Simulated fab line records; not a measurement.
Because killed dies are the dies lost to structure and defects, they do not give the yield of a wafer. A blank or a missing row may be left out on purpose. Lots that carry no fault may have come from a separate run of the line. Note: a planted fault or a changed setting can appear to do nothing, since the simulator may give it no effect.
fab line records	flow rit-cmos
[record] lots = 6	wafers = 18	last-day = 8
route steps=202 shown ACTIVE@11 FOX1@20 FOX2@23 NWELL@28 PWELL@39 WELLDRIVE@50 SILICIDE@161 M1@202
lots untouched by any fault: they come from a run of this same line in which no faults occurred
start-h: the number of hours between the record's first day and the start of the first shown wafer of the lot	wait-h: hours from the lot's prior step to this one	" repeats the value in the row above	L1.1+2: a row that stands for several wafers	- no value present, or no start provided	* or withheld: withheld	< > ~ a bound
route shown NAME@n: a module of which the file shows steps, and the number in the route of the first	usual: mean and standard deviation over wafers with no fault	same: alike in all rows	chamber/n: place in a boat	sites: readings site by site	_std_site: how widely they spread, as a standard deviation	_edge_site: inner sites' mean taken away from outer sites' mean	radius-mm: how far each site lies from the wafer's centre	mask NAME#n: copy n	behind: the most recent tool/chamber to have shaped the wafer	hold: reason for holding the lot/hours on hold/outcome of the hold	device: whichever transistor did not switch (one of n, p or np)	end of line: tests of these same wafers at the route's end	a step given without rows: its recipe and nothing more	killed: at the first sort, the dies lost to defects and structure; wafer yield is something else	map: a wafer's dies, marking killed ones x, the rest . and places with no die _
set.NAME: setting as actually run; set.NAME@STEP: the setting as run at that earlier step	model.NAME: the simulator's own value behind a step, which no gauge read
lots at some steps of the route; a table a step, a row a wafer
services: when a tool's chamber went out of use (start-h, in hours from the record's first day, below 0 if earlier), for how many hours, and the reason
[[steps]]
[step RIT_ACTIVE_DEVELOP_10]
[recipe] resist = NOVOLAK	develop-time-s = 50	dev-temp-c = 23.75
[step RIT_ACTIVE_CD_MEAS_11]
[recipe] target-cd-nm = 1400
[usual] cd-nm = 1400.4/2.1
lot.wafer	tool	chamber	start-h	wait-h	cd-nm
L216.1	cd-sem-02	-	24.76	-	1400.1
L216.2	"	-	"	"	1398.0
L216.4	"	-	"	"	1399.3
L223.1	cd-sem-01	-	60.31	-	1403.6
L223.2	"	-	"	"	1402.3
L223.4	"	-	"	"	1401.7
L225.1	cd-sem-01	-	70.63	-	1399.5
L225.2	"	-	"	"	1399.3
L225.4	"	-	"	"	1398.6
L235.4	cd-sem-01	-	119.69	-	1396.8
L235.5	"	-	"	"	1396.7
L235.6	"	-	"	"	1398.6
L236.2	cd-sem-01	-	125.38	-	1403.8
L236.3	"	-	"	"	1400.1
L236.4	"	-	"	"	1402.9
L237.3	cd-sem-01	-	129.48	-	1401.5
L237.4	"	-	"	"	1401.9
L237.5	"	-	"	"	1401.3
[step RIT_ACTIVE_HARDBAKE_12]
[recipe] resist = NOVOLAK	temp-c = 140	time-s = 60
[step RIT_ACTIVE_ETCH_13]
[recipe] stop-on = SiO2	chemistry = SF6	target = Si3N4	time-s = 210	over-etch-frac = 0.4	SF6_flow_sccm = 200	pressure-mtorr = 260	rf-w = 125	target-depth-a = 2100
[usual] drypump-motor-current-A = 5.7/0.37	oes-product-au = 0.816/0.011	throttle-valve-pct = 7.50/0.12
lot.wafer	tool	chamber	start-h	wait-h	drypump-motor-current-A	oes-product-au	rf-hours-counter-h	throttle-valve-pct
L216.1	rie-diel-01	1	25.22	0.1	5.9	0.832	60	7.43
L216.2	"	0	"	"	6.3	0.834	0	7.56
L216.4	"	2	"	"	5.5	0.806	124	7.26
L223.1	rie-diel-01	3	60.58	0.1	5.6	0.802	87	7.57
L223.2	"	0	"	"	6.4	0.831	1	7.57
L223.4	"	2	"	"	5.4	0.787	125	7.25
L225.1	rie-diel-04	0	71.05	0.1	5.5	0.809	60	7.44
L225.2	"	2	"	"	5.2	0.807	90	7.56
L225.4	"	3	"	"	6.0	0.802	-	7.44
L235.4	rie-diel-04	0	119.90	0.1	5.5	0.808	61	7.42
L235.5	"	3	"	"	6.0	0.809	-	7.43
L235.6	"	0	"	"	5.5	0.811	-	7.43
L236.2	rie-diel-03	1	125.63	0.1	6.0	0.816	129	7.64
L236.3	"	0	"	"	6.2	0.800	8	7.67
L236.4	"	2	"	"	5.1	0.826	5	7.49
L237.3	rie-diel-04	1	129.71	0.1	5.9	0.818	89	7.64
L237.4	"	1	"	"	5.8	0.820	-	7.63
L237.5	"	2	"	"	5.1	0.807	-	7.57
[step RIT_ACTIVE_STRIP_14]
[recipe] chemistry = O2	time-s = 180	resist = NOVOLAK	platen-temp-c = withheld	power-w = 500	pressure-mtorr = 4000	o2-flow-sccm = 4000
[usual] drypump-motor-current-A = 5.59/0.29
lot.wafer	tool	chamber	start-h	wait-h	drypump-motor-current-A	rf-hours-counter-h
L216.1	plasma-asher-02	0	25.35	0.1	5.12	22
L216.2	"	1	"	"	5.73	22
L216.4	"	1	"	"	5.71	-
L223.1	plasma-asher-01	0	60.71	0.1	5.56	42
L223.2	"	1	"	"	6.07	42
L223.4	"	1	"	"	6.06	-
L225.1	plasma-asher-03	0	71.18	0.1	5.53	42
L225.2	"	1	"	"	5.65	42
L225.4	"	1	"	"	5.66	-
L235.4	plasma-asher-03	1	120.09	0.1	5.65	-
L235.5	"	0	"	"	5.55	-
L235.6	"	1	"	"	5.66	-
L236.2	plasma-asher-03	0	125.76	0.1	5.53	1
L236.3	"	0	"	"	5.54	-
L236.4	"	1	"	"	5.65	-
L237.3	plasma-asher-02	1	129.90	0.1	5.72	-
L237.4	"	0	"	"	5.10	-
L237.5	"	0	"	"	5.11	-
[step RIT_ACTIVE_CD_MEAS_90]
[recipe] target-cd-nm = 1400
[usual] cd-nm = 1400.4/2.1
lot.wafer	tool	chamber	start-h	wait-h	cd-nm
L216.1	cd-sem-01	-	25.53	0.1	1400.4
L216.2	"	-	"	"	1398.4
L216.4	"	-	"	"	1398.9
L223.1	cd-sem-01	-	60.88	0.1	1403.7
L223.2	"	-	"	"	1402.5
L223.4	"	-	"	"	1401.2
L225.1	cd-sem-01	-	71.35	0.1	1399.1
L225.2	"	-	"	"	1399.1
L225.4	"	-	"	"	1398.4
L235.4	cd-sem-02	-	120.26	0.1	1396.8
L235.5	"	-	"	"	1397.2
L235.6	"	-	"	"	1399.1
L236.2	cd-sem-01	-	125.96	0.1	1403.9
L236.3	"	-	"	"	1400.3
L236.4	"	-	"	"	1402.6
L237.3	cd-sem-01	-	130.06	0.1	1401.8
L237.4	"	-	"	"	1402.1
L237.5	"	-	"	"	1401.2
[step RIT_ACTIVE_CLEAN_15]
[recipe] chemistry = SC1	mix = 3:3:50	time-s = 600	temp-c = 75
[step RIT_ACTIVE_CLEAN_16]
[recipe] chemistry = dHF	dilution = 50:1	time-s = 30
[step RIT_ACTIVE_CLEAN_17]
[recipe] chemistry = SC2	mix = 3:3:50	time-s = 600	temp-c = 75	dry = n2-spin
[step RIT_FOX1_OXIDATION_00]
[recipe] temp-c = 1100	ambient = H2O	target-thk-a = 3507	p-h2o-torr = 720	ox-time-s = 1130
[step RIT_FOX1_THK_MEAS_01]
[recipe] reads = SiO2_of_FOX1_OXIDATION_00
[usual] FOX1_OXIDE_THK = 353/8.5
lot.wafer	tool	chamber	start-h	wait-h	FOX1_OXIDE_THK[nm]
L216.1	film-metro-02	-	27.90	0.0	358
L216.2	"	-	"	"	359
L216.4	"	-	"	"	357
L223.1	film-metro-01	-	68.60	0.0	352
L223.2	"	-	"	"	350
L223.4	"	-	"	"	354
L225.1	film-metro-01	-	73.37	0.0	343
L225.2	"	-	"	"	349
L225.4	"	-	"	"	350
L235.4	film-metro-01	-	123.48	0.0	356
L235.5	"	-	"	"	352
L235.6	"	-	"	"	362
L236.2	film-metro-03	-	128.38	0.0	342
L236.3	"	-	"	"	338
L236.4	"	-	"	"	341
L237.3	film-metro-01	-	132.33	0.0	349
L237.4	"	-	"	"	355
L237.5	"	-	"	"	355
[step RIT_FOX1_WET_ETCH_02]
[recipe] chemistry = BOE	target-depth-nm = 350	time-s = 390	temp-c = 21.5	dry = n2-spin	dilution = 10:1	target = SiO2
[step RIT_FOX2_OXIDATION_00]
[recipe] temp-c = 1100	ambient = H2O	target-thk-a = 3507	p-h2o-torr = 720	ox-time-s = 1130
[usual] spike-tc-centre-C = 1102.8/1.2	zone-power-load-pct = 40.2/1.2
lot.wafer	tool	chamber	start-h	wait-h	spike-tc-centre-C	zone-power-load-pct	model.SiO2_of_FOX2_OXIDATION_00.thk-nm
L216.1	furnace-04	0	28.09	0.0	1103.3	39.3	348.8
L216.2	"	0	"	"	1102.8	39.2	351.4
L216.4	"	0	"	"	1103.5	40.0	353.3
L223.1	furnace-03	0	68.78	0.0	1103.7	40.1	347.7
L223.2	"	0	"	"	1101.1	41.2	341.3
L223.4	"	0	"	"	1102.0	41.2	347.9
L225.1	furnace-01	0	74.68	1.1	1102.3	42.2	353.1
L225.2	"	0	"	"	1100.3	41.2	354.7
L225.4	"	0	"	"	1101.9	41.3	359.4
L235.4	furnace-01	0	124.05	0.4	1102.2	41.2	342.7
L235.5	"	0	"	"	1104.2	42.1	341.8
L235.6	"	0	"	"	1100.9	41.9	344.3
L236.2	furnace-03	0	129.54	1.0	1102.2	41.4	262.6
L236.3	"	0	"	"	1102.0	40.3	267.4
L236.4	"	0	"	"	1102.5	40.8	264.7
L237.3	furnace-03	0	132.78	0.3	1102.6	40.7	271
L237.4	"	0	"	"	1103.3	41.4	264.3
L237.5	"	0	"	"	1103.9	40.5	271
[step RIT_FOX2_THK_MEAS_01]
[recipe] reads = SiO2_of_FOX2_OXIDATION_00
[usual] FOX2_OXIDE_THK = 350/6.2
lot.wafer	tool	chamber	start-h	wait-h	FOX2_OXIDE_THK[nm]
L216.1	film-metro-04	-	29.40	0.0	349
L216.2	"	-	"	"	352
L216.4	"	-	"	"	353
L223.1	film-metro-03	-	70.09	0.0	348
L223.2	"	-	"	"	342
L223.4	"	-	"	"	348
L225.1	film-metro-03	-	76.00	0.0	353
L225.2	"	-	"	"	355
L225.4	"	-	"	"	359
L235.4	film-metro-03	-	125.39	0.0	343
L235.5	"	-	"	"	342
L235.6	"	-	"	"	344
L236.2	film-metro-04	-	130.86	0.0	263
L236.3	"	-	"	"	267
L236.4	"	-	"	"	265
L237.3	film-metro-01	-	134.12	0.0	271
L237.4	"	-	"	"	264
L237.5	"	-	"	"	271
[step RIT_FOX2_CLEAN_02]
[recipe] chemistry = dHF	dilution = 50:1	time-s = 180
[step RIT_FOX2_WET_ETCH_03]
[recipe] chemistry = H3PO4	target = Si3N4	target-depth-nm = 195	temp-c = 165	time-s = 2700
[step RIT_FOX2_THK_MEAS_90]
[recipe] reads = SiO2_of_FOX2_OXIDATION_00
[usual] FIELD_OXIDE_LEFT_1_THK = 323/6.2
lot.wafer	tool	chamber	start-h	wait-h	FIELD_OXIDE_LEFT_1_THK[nm]
L216.1	film-metro-01	-	30.35	0.0	322
L216.2	"	-	"	"	325
L216.4	"	-	"	"	326
L223.1	film-metro-01	-	70.97	0.0	320
L223.2	"	-	"	"	314
L223.4	"	-	"	"	321
L225.1	film-metro-03	-	76.87	0.0	326
L225.2	"	-	"	"	328
L225.4	"	-	"	"	332
L235.4	film-metro-01	-	126.27	0.0	315
L235.5	"	-	"	"	314
L235.6	"	-	"	"	316
L236.2	film-metro-04	-	131.74	0.0	236
L236.3	"	-	"	"	241
L236.4	"	-	"	"	238
L237.3	film-metro-01	-	135.00	0.0	244
L237.4	"	-	"	"	237
L237.5	"	-	"	"	244
[step RIT_NWELL_HMDS_00]
[recipe] prime-time-s = 62.45	prime-temp-c = 140
[step RIT_NWELL_COAT_01]
[recipe] resist = NOVOLAK	spin-rpm = 2000	resist-thk-nm = 1300
[step RIT_NWELL_SOFTBAKE_02]
[recipe] resist = NOVOLAK	temp-c = 90	time-s = 60
[step RIT_NWELL_EXPOSE_03]
[recipe] mask-id = M2	na = 0.57	target-cd-nm = 43900	dose-mj = 250
[step RIT_NWELL_PEB_04]
[recipe] resist = NOVOLAK	temp-c = withheld	time-s = withheld
[step RIT_NWELL_DEVELOP_05]
[recipe] resist = NOVOLAK	develop-time-s = 68	dev-temp-c = 23
[step RIT_NWELL_OVL_MEAS_06]
[usual] NWELL_OVL = 0.1/1.3
lot.wafer	tool	chamber	start-h	wait-h	NWELL_OVL[nm]
L216.1	overlay-02	-	31.41	-	-0.7
L216.2	"	-	"	"	-2.8
L216.4	"	-	"	"	-1.3
L223.1	overlay-02	-	72.05	-	1.7
L223.2	"	-	"	"	1.5
L223.4	"	-	"	"	0.4
L225.1	overlay-01	-	78.22	-	2.3
L225.2	"	-	"	"	-0.2
L225.4	"	-	"	"	-0.4
L235.4	overlay-01	-	127.61	-	-2.3
L235.5	"	-	"	"	-0.6
L235.6	"	-	"	"	-0.1
L236.2	overlay-02	-	132.68	-	0.3
L236.3	"	-	"	"	2.0
L236.4	"	-	"	"	1.3
L237.3	overlay-02	-	136.05	-	-3.0
L237.4	"	-	"	"	-0.8
L237.5	"	-	"	"	-1.4
[step RIT_NWELL_HARDBAKE_07]
[recipe] resist = NOVOLAK	temp-c = 140	time-s = 120
[step RIT_NWELL_IMPLANT_08]
[recipe] species = P	energy-kev = 170	dose-cm2 = 5e+13	tilt-deg = 7
[step RIT_NWELL_STRIP_09]
[recipe] chemistry = O2	time-s = 180	resist = NOVOLAK	platen-temp-c = withheld	power-w = 500	pressure-mtorr = 4000	o2-flow-sccm = 4000
[usual] drypump-motor-current-A = 5.54/0.26
lot.wafer	tool	chamber	start-h	wait-h	drypump-motor-current-A	rf-hours-counter-h
L216.1	plasma-asher-03	0	31.85	0.1	5.55	39
L216.2	"	1	"	"	5.67	39
L216.4	"	0	"	"	5.54	-
L223.1	plasma-asher-02	0	72.49	0.1	5.10	27
L223.2	"	1	"	"	5.67	27
L223.4	"	1	"	"	5.70	-
L225.1	plasma-asher-02	1	78.65	0.1	5.69	27
L225.2	"	0	"	"	5.11	27
L225.4	"	1	"	"	5.67	-
L235.4	plasma-asher-03	0	128.09	0.1	5.54	-
L235.5	"	0	"	"	5.55	-
L235.6	"	1	"	"	5.67	-
L236.2	plasma-asher-04	1	133.11	0.1	5.67	50
L236.3	"	1	"	"	5.69	-
L236.4	"	0	"	"	5.94	-
L237.3	plasma-asher-02	0	136.53	0.1	5.12	-
L237.4	"	1	"	"	5.68	-
L237.5	"	0	"	"	5.13	-
[step RIT_NWELL_TW_MEAS_10]
[usual] NWELL_TW = 2126/18
lot.wafer	tool	chamber	start-h	wait-h	NWELL_TW
L216.1	film-metro-02	-	32.02	0.1	2131
L216.2	"	-	"	"	2137
L216.4	"	-	"	"	2131
L223.1	film-metro-01	-	72.66	0.1	2097
L223.2	"	-	"	"	2107
L223.4	"	-	"	"	2098
L225.1	film-metro-01	-	78.83	0.1	2111
L225.2	"	-	"	"	2098
L225.4	"	-	"	"	2114
L235.4	film-metro-01	-	128.24	0.1	2111
L235.5	"	-	"	"	2113
L235.6	"	-	"	"	2110
L236.2	film-metro-04	-	133.29	0.1	2144
L236.3	"	-	"	"	2135
L236.4	"	-	"	"	2149
L237.3	film-metro-04	-	136.67	0.1	2131
L237.4	"	-	"	"	2141
L237.5	"	-	"	"	2136
[step RIT_PWELL_HMDS_00]
[recipe] prime-time-s = 60	prime-temp-c = 140
[step RIT_PWELL_COAT_01]
[recipe] resist = NOVOLAK	spin-rpm = 2000	resist-thk-nm = 1300
[step RIT_PWELL_SOFTBAKE_02]
[recipe] resist = NOVOLAK	temp-c = 90	time-s = 60
[step RIT_PWELL_EXPOSE_03]
[recipe] mask-id = M3	na = 0.57	target-cd-nm = 43700	dose-mj = 250
[step RIT_PWELL_PEB_04]
[recipe] resist = NOVOLAK	temp-c = withheld	time-s = withheld
[step RIT_PWELL_DEVELOP_05]
[recipe] resist = NOVOLAK	develop-time-s = 68	dev-temp-c = 23
[step RIT_PWELL_OVL_MEAS_06]
[usual] PWELL_OVL = 0.4/1.3
lot.wafer	tool	chamber	start-h	wait-h	PWELL_OVL[nm]
L216.1	overlay-02	-	32.96	-	1.6
L216.2	"	-	"	"	1.1
L216.4	"	-	"	"	1.7
L223.1	overlay-02	-	73.73	-	1.4
L223.2	"	-	"	"	-0.6
L223.4	"	-	"	"	2.2
L225.1	overlay-01	-	80.04	-	0.9
L225.2	"	-	"	"	0.1
L225.4	"	-	"	"	1.7
L235.4	overlay-01	-	129.29	-	0.0
L235.5	"	-	"	"	2.3
L235.6	"	-	"	"	0.6
L236.2	overlay-01	-	134.30	-	-0.5
L236.3	"	-	"	"	-0.9
L236.4	"	-	"	"	-1.7
L237.3	overlay-02	-	137.60	-	-0.1
L237.4	"	-	"	"	-0.1
L237.5	"	-	"	"	-0.4
[step RIT_PWELL_HARDBAKE_07]
[recipe] resist = NOVOLAK	temp-c = 140	time-s = 120
[step RIT_PWELL_IMPLANT_08]
[recipe] species = B	energy-kev = 170	dose-cm2 = 6.831e+13	tilt-deg = 7
[step RIT_PWELL_STRIP_09]
[recipe] chemistry = O2	time-s = 180	resist = NOVOLAK	platen-temp-c = withheld	power-w = 500	pressure-mtorr = 4000	o2-flow-sccm = 4000
[usual] drypump-motor-current-A = 5.76/0.21
lot.wafer	tool	chamber	start-h	wait-h	drypump-motor-current-A	rf-hours-counter-h
L216.1	plasma-asher-01	1	33.40	0.1	6.05	38
L216.2	"	0	"	"	5.55	38
L216.4	"	1	"	"	6.06	-
L223.1	plasma-asher-01	0	74.16	0.1	5.55	43
L223.2	"	1	"	"	6.05	43
L223.4	"	0	"	"	5.56	-
L225.1	plasma-asher-04	0	80.48	0.1	5.91	44
L225.2	"	1	"	"	5.68	44
L225.4	"	1	"	"	5.67	-
L235.4	plasma-asher-04	1	129.77	0.1	5.67	-
L235.5	"	0	"	"	5.92	-
L235.6	"	1	"	"	5.65	-
L236.2	plasma-asher-01	1	134.73	0.1	6.05	50
L236.3	"	0	"	"	5.55	-
L236.4	"	1	"	"	6.05	-
L237.3	plasma-asher-01	1	138.09	0.1	6.06	-
L237.4	"	0	"	"	5.53	-
L237.5	"	1	"	"	6.05	-
[step RIT_PWELL_TW_MEAS_10]
[usual] PWELL_TW = 937/7.3
lot.wafer	tool	chamber	start-h	wait-h	PWELL_TW
L216.1	film-metro-04	-	33.57	0.1	950
L216.2	"	-	"	"	948
L216.4	"	-	"	"	946
L223.1	film-metro-01	-	74.34	0.1	927
L223.2	"	-	"	"	931
L223.4	"	-	"	"	924
L225.1	film-metro-02	-	80.65	0.1	944
L225.2	"	-	"	"	935
L225.4	"	-	"	"	940
L235.4	film-metro-02	-	129.91	0.1	944
L235.5	"	-	"	"	940
L235.6	"	-	"	"	941
L236.2	film-metro-04	-	134.91	0.1	945
L236.3	"	-	"	"	944
L236.4	"	-	"	"	940
L237.3	film-metro-01	-	138.22	0.1	929
L237.4	"	-	"	"	929
L237.5	"	-	"	"	927
[step RIT_WELLDRIVE_ANNEAL_00]
[recipe] temp-c = 1100	time-s = 14700	ambient = N2
[step RIT_WELLDRIVE_RS_MEAS_01]
[recipe] thk-meas-gauge = four-point-probe
[usual] NWELL_RS = 275.5/0.86
lot.wafer	tool	chamber	start-h	wait-h	NWELL_RS[ohm/sq]
L216.1	film-metro-04	-	38.72	0.0	276.0
L216.2	"	-	"	"	275.6
L216.4	"	-	"	"	275.7
L223.1	film-metro-04	-	81.33	0.0	276.7
L223.2	"	-	"	"	276.5
L223.4	"	-	"	"	275.9
L225.1	film-metro-04	-	89.23	0.0	275.5
L225.2	"	-	"	"	274.4
L225.4	"	-	"	"	275.2
L235.4	film-metro-01	-	135.84	0.1	275.5
L235.5	"	-	"	"	275.2
L235.6	"	-	"	"	274.8
L236.2	film-metro-04	-	140.06	0.0	275.1
L236.3	"	-	"	"	275.5
L236.4	"	-	"	"	275.5
L237.3	film-metro-01	-	146.73	0.0	276.0
L237.4	"	-	"	"	275.6
L237.5	"	-	"	"	275.4
[step RIT_WELLDRIVE_RS_MEAS_02]
[recipe] thk-meas-gauge = four-point-probe
[usual] PWELL_RS = 435.9/1.3
lot.wafer	tool	chamber	start-h	wait-h	PWELL_RS[ohm/sq]
L216.1	film-metro-04	-	38.84	0.1	436.8
L216.2	"	-	"	"	438.4
L216.4	"	-	"	"	437.8
L223.1	film-metro-04	-	81.45	0.1	436.5
L223.2	"	-	"	"	436.1
L223.4	"	-	"	"	437.4
L225.1	film-metro-04	-	89.35	0.1	436.8
L225.2	"	-	"	"	438.5
L225.4	"	-	"	"	437.9
L235.4	film-metro-01	-	135.96	0.1	435.6
L235.5	"	-	"	"	435.7
L235.6	"	-	"	"	435.9
L236.2	film-metro-04	-	140.18	0.1	434.3
L236.3	"	-	"	"	435.8
L236.4	"	-	"	"	434.3
L237.3	film-metro-01	-	146.85	0.1	435.4
L237.4	"	-	"	"	435.3
L237.5	"	-	"	"	435.8
[step RIT_FOX2_THK_MEAS_91]
[recipe] reads = SiO2_of_FOX2_OXIDATION_00
[usual] FIELD_OXIDE_LEFT_2_THK = 255/6.5
lot.wafer	tool	chamber	start-h	wait-h	FIELD_OXIDE_LEFT_2_THK[nm]
L216.1	film-metro-04	-	42.94	0.0	254
L216.2	"	-	"	"	257
L216.4	"	-	"	"	258
L223.1	film-metro-01	-	85.37	0.0	253
L223.2	"	-	"	"	246
L223.4	"	-	"	"	252
L225.1	film-metro-01	-	93.66	0.0	259
L225.2	"	-	"	"	260
L225.4	"	-	"	"	264
L235.4	film-metro-03	-	139.73	0.0	246
L235.5	"	-	"	"	246
L235.6	"	-	"	"	248
L236.2	film-metro-01	-	143.85	0.0	167
L236.3	"	-	"	"	171
L236.4	"	-	"	"	169
L237.3	film-metro-03	-	150.83	0.0	175
L237.4	"	-	"	"	169
L237.5	"	-	"	"	176
[step RIT_SILICIDE_WET_ETCH_00]
[recipe] chemistry = BOE	target = SiO2	target-depth-nm = 14	time-s = 15	dry = n2-spin	dilution = 10:1	temp-c = 21.5
lot.wafer	tool	chamber	start-h	wait-h	model.SiO2_of_FOX2_OXIDATION_00.thk-nm
L216.1	wet-bench-03	2	61.81	0.1	149
L216.2	"	2	"	"	152.1
L216.4	"	2	"	"	152.9
L223.1	wet-bench-03	3	104.43	0.1	147.5
L223.2	"	3	"	"	142.3
L223.4	"	3	"	"	148.7
L225.1	wet-bench-03	2	115.80	0.1	153.4
L225.2	"	2	"	"	154.9
L225.4	"	2	"	"	158
L235.4	wet-bench-03	3	163.91	0.0	140.7
L235.5	"	3	"	"	138.9
L235.6	"	3	"	"	142.5
L236.2	wet-bench-03	2	169.85	0.1	61.68
L236.3	"	2	"	"	64.26
L236.4	"	2	"	"	63.85
L237.3	wet-bench-02	2	181.91	0.1	69.74
L237.4	"	2	"	"	63.18
L237.5	"	2	"	"	70.12
[step RIT_M1_PROBE_99]
[usual] killed-at-front-end = 6/3.1	killed-dies = 6/3.1	killed-on-rim = 1.7/1.3	killed-open = 3.2/1.9	killed-short = 3.2/2.1
[same] gross-dies = 264	killed_at_M0_to_M3 = 0	killed_at_M4_up = 0	killed-at-back-side = 0	killed-at-contacts = 0	killed-at-other = 0
lot.wafer	tool	chamber	start-h	wait-h	killed-at-front-end	killed-dies	killed-on-rim	killed-open	killed-short	model.etest.nldd.width-nm	model.etest.pldd.width-nm	model.etest.pplus-sal.width-nm	model.etest.nplus-sal.width-nm	model.etest.nmos-narrow.drive-ua-um	model.etest.pwell.rs-ohm-sq	model.etest.field-n.vt-v	model.etest.field-p-metal.vt-v
L216.1	prober-02	-	68.69	0.1	7	7	3	4	3	3154	3147	3429	3426	221.2	426.7	34.05	-29
L216.2	prober-02	-	68.74	0.1	5	5	3	2	3	3160	3151	3433	3425	220.7	427.1	34.33	-28.78
L216.4	prober-02	-	68.84	0.2	3	3	0	3	0	3151	3171	3445	3465	220.6	431.6	34.53	-28.9
L223.1	prober-01	-	111.56	0.1	5	5	1	3	2	3163	3167	3442	3422	222.8	421.8	33.89	-27.62
L223.2	prober-01	-	111.61	0.1	4	4	2	3	1	3192	3189	3432	3423	228.7	418.6	33.08	-27.67
L223.4	prober-01	-	111.71	0.2	4	4	1	4	0	3157	3160	3417	3412	225.4	421.7	33.83	-27.85
L225.1	prober-01	-	122.93	0.1	7	7	0	2	5	3174	3184	3456	3451	231.6	416.3	34.66	-28.35
L225.2	prober-01	-	122.98	0.1	11	11	2	4	7	3172	3176	3445	3431	221.5	415.9	34.81	-28.16
L225.4	prober-01	-	123.08	0.2	9	9	2	1	7	3173	3163	3450	3443	225.8	424.4	35.32	-28.16
L235.4	prober-01	-	171.28	0.2	12	12	5	2	7	3173	3178	3432	3416	226.7	420.9	33.05	-28.68
L235.5	prober-01	-	171.33	0.2	4	4	0	3	1	3179	3195	3441	3483	222.9	423.7	32.99	-28.12
L235.6	prober-01	-	171.38	0.2	1	1	0	1	0	3182	3175	3444	3431	217	419.5	33.3	-28.47
L236.2	prober-02	-	176.71	0.1	5	5	0	3	2	3258	3252	3517	3533	258.8	412.9	23.39	-39.18
L236.3	prober-02	-	176.76	0.2	3	3	0	2	1	3257	3247	3527	3501	259.8	407.7	23.74	-38.87
L236.4	prober-02	-	176.81	0.2	5	5	0	3	2	3259	3264	3506	3515	260.2	404.6	23.69	-40.11
L237.3	prober-02	-	188.89	0.2	2	2	0	0	2	3260	3290	3528	3509	247.7	405.8	23.7	-36.99
L237.4	prober-02	-	188.94	0.2	13	13	3	7	5	3244	3251	3523	3515	244.5	402.4	23.08	-38.31
L237.5	prober-02	-	188.99	0.2	8	8	3	5	2	3263	3266	3502	3486	242.2	397.9	23.73	-37.55
// killed by level:class
L216.1 SILICIDE:geometric-particle:open=2 FOX1:geometric-particle:open=1 GATE:geometric-particle:short=1 GATE:geometric-particle:open=1 SPACER:geometric-particle:short=1 SILICIDE:geometric-particle:short=1
L216.2 FOX1:geometric-particle:open=1 FOX1:geometric-particle:short=1 GATE:geometric-particle:short=1 GATE:geometric-particle:open=1 REOX:geometric-particle:short=1
L216.4 GATE:geometric-particle:open=1 REOX:geometric-particle:open=1 SPACER:geometric-particle:open=1
L223.1 GATE:geometric-particle:open=2 FOX2:geometric-particle:open=1 GATE:geometric-particle:short=1 SILICIDE:geometric-particle:short=1
L223.2 GATE:geometric-particle:open=3 GATE:geometric-particle:short=1
L223.4 GATE:geometric-particle:open=2 FOX1:geometric-particle:open=1 REOX:geometric-particle:open=1
L225.1 SILICIDE:geometric-particle:short=3 REOX:geometric-particle:open=1 REOX:geometric-particle:short=1 SPACER:geometric-particle:short=1 SILICIDE:geometric-particle:open=1
L225.2 GATE:geometric-particle:short=4 FOX1:geometric-particle:short=2 GATE:geometric-particle:open=2 FOX1:geometric-particle:open=1 FOX2:geometric-particle:short=1 SILICIDE:geometric-particle:open=1
L225.4 REOX:geometric-particle:short=3 GATE:geometric-particle:short=2 SPACER:geometric-particle:short=2 GATE:geometric-particle:open=1 PLDD:coat-microbubble-printed=1
L235.4 GATE:geometric-particle:short=3 PRETRO:coat-microbubble-printed=3 SILICIDE:geometric-particle:short=2 FOX1:geometric-particle:short=1 FOX2:geometric-particle:open=1 REOX:geometric-particle:short=1 SPACER:geometric-particle:open=1
L235.5 FOX1:geometric-particle:open=2 GATE:geometric-particle:open=1 SILICIDE:geometric-particle:short=1
L235.6 FOX1:geometric-particle:open=1
L236.2 FOX2:geometric-particle:open=1 GATE:geometric-particle:short=1 GATE:geometric-particle:open=1 SILICIDE:geometric-particle:short=1 SILICIDE:geometric-particle:open=1
L236.3 REOX:geometric-particle:open=2 SPACER:geometric-particle:short=1
L236.4 GATE:geometric-particle:open=1 REOX:geometric-particle:open=1 REOX:geometric-particle:short=1 SILICIDE:geometric-particle:open=1 SILICIDE:geometric-particle:short=1
L237.3 GATE:geometric-particle:short=2
L237.4 GATE:geometric-particle:open=6 GATE:geometric-particle:short=3 FOX1:geometric-particle:short=2 FOX1:geometric-particle:open=1 PLDD:coat-microbubble-printed=1
L237.5 GATE:geometric-particle:open=3 GATE:geometric-particle:short=2 SILICIDE:geometric-particle:open=2 PLDD:coat-microbubble-printed=1
[[services]]
tool	chamber	start-h	hours	kind
rie-diel-04	-	2.46	1.0	repair
rie-diel-01	2	31.04	11.4	repair
plasma-asher-03	-	44.25	10.6	repair
plasma-asher-02	-	48.76	7.4	repair
rie-diel-01	-	57.34	0.4	repair
furnace-04	-	62.55	2.7	pm
rie-diel-03	1	65.39	15.9	repair
rie-diel-04	1	68.21	5.2	repair
furnace-01	-	81.33	1.7	pm
rie-diel-03	1	90.83	2.7	repair
rie-diel-01	-	94.66	28.1	pm
plasma-asher-02	-	97.46	1.3	repair
plasma-asher-03	-	108.75	9.0	pm
plasma-asher-03	0	108.75	9.0	vent-cycle
plasma-asher-03	1	108.75	9.0	vent-cycle
wet-bench-02	-	108.92	1.3	repair
plasma-asher-03	0	117.75	-	clean
plasma-asher-04	-	125.17	1.5	repair
rie-diel-03	-	130.78	2.8	pm
rie-diel-01	-	134.73	0.3	repair
furnace-01	-	135.78	3.6	pm
furnace-03	-	136.54	44.8	repair
rie-diel-01	2	142.18	4.6	repair
plasma-asher-01	-	160.25	2.8	pm
[[key]]
[first-sign] step = RIT_FOX2_THK_MEAS_01	reading = FOX2_OXIDE_THK	direction = down	sigmas = 13	usual = 350	struck = 267
[effect] step = RIT_FOX2_THK_MEAS_90	reading = FIELD_OXIDE_LEFT_1_THK	direction = down	sigmas = 13	usual = 323	struck = 240
[effect] step = RIT_FOX2_THK_MEAS_91	reading = FIELD_OXIDE_LEFT_2_THK	direction = down	sigmas = 13	usual = 255	struck = 171
[model-effect] step = RIT_FOX2_OXIDATION_00	value = SiO2_of_FOX2_OXIDATION_00.thk-nm	without = 348.4	struck = 266.8
[model-effect] step = RIT_SILICIDE_WET_ETCH_00	value = SiO2_of_FOX2_OXIDATION_00.thk-nm	without = 147	struck = 65.47
[model-effect] step = RIT_M1_PROBE_99	value = etest.nldd.width-nm	without = 3186	struck = 3257
met-at RIT_FOX2_OXIDATION_00
struck-wafers L236.2,L236.3,L236.4,L237.3,L237.4,L237.5
tester-left-out L236,L237
onset-between 68.78 129.54
also-fits time
[fault] kind = process-parameter-drift	tool = furnace-03	chamber = -	onset-h = 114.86	steps = RIT_FOX2_OXIDATION_00	channel = ox-time-s	offset = *	shape = step	end-h = 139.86	acts-in = *	stated = *
// tester-left-out: of these lots the tester's yield and bins aren't shown, on N5 and GAA mostly nor the transistor test; their killed dies are dies lost to structure and defects alone, not to doping, threshold or leakage, so they don't give the yield
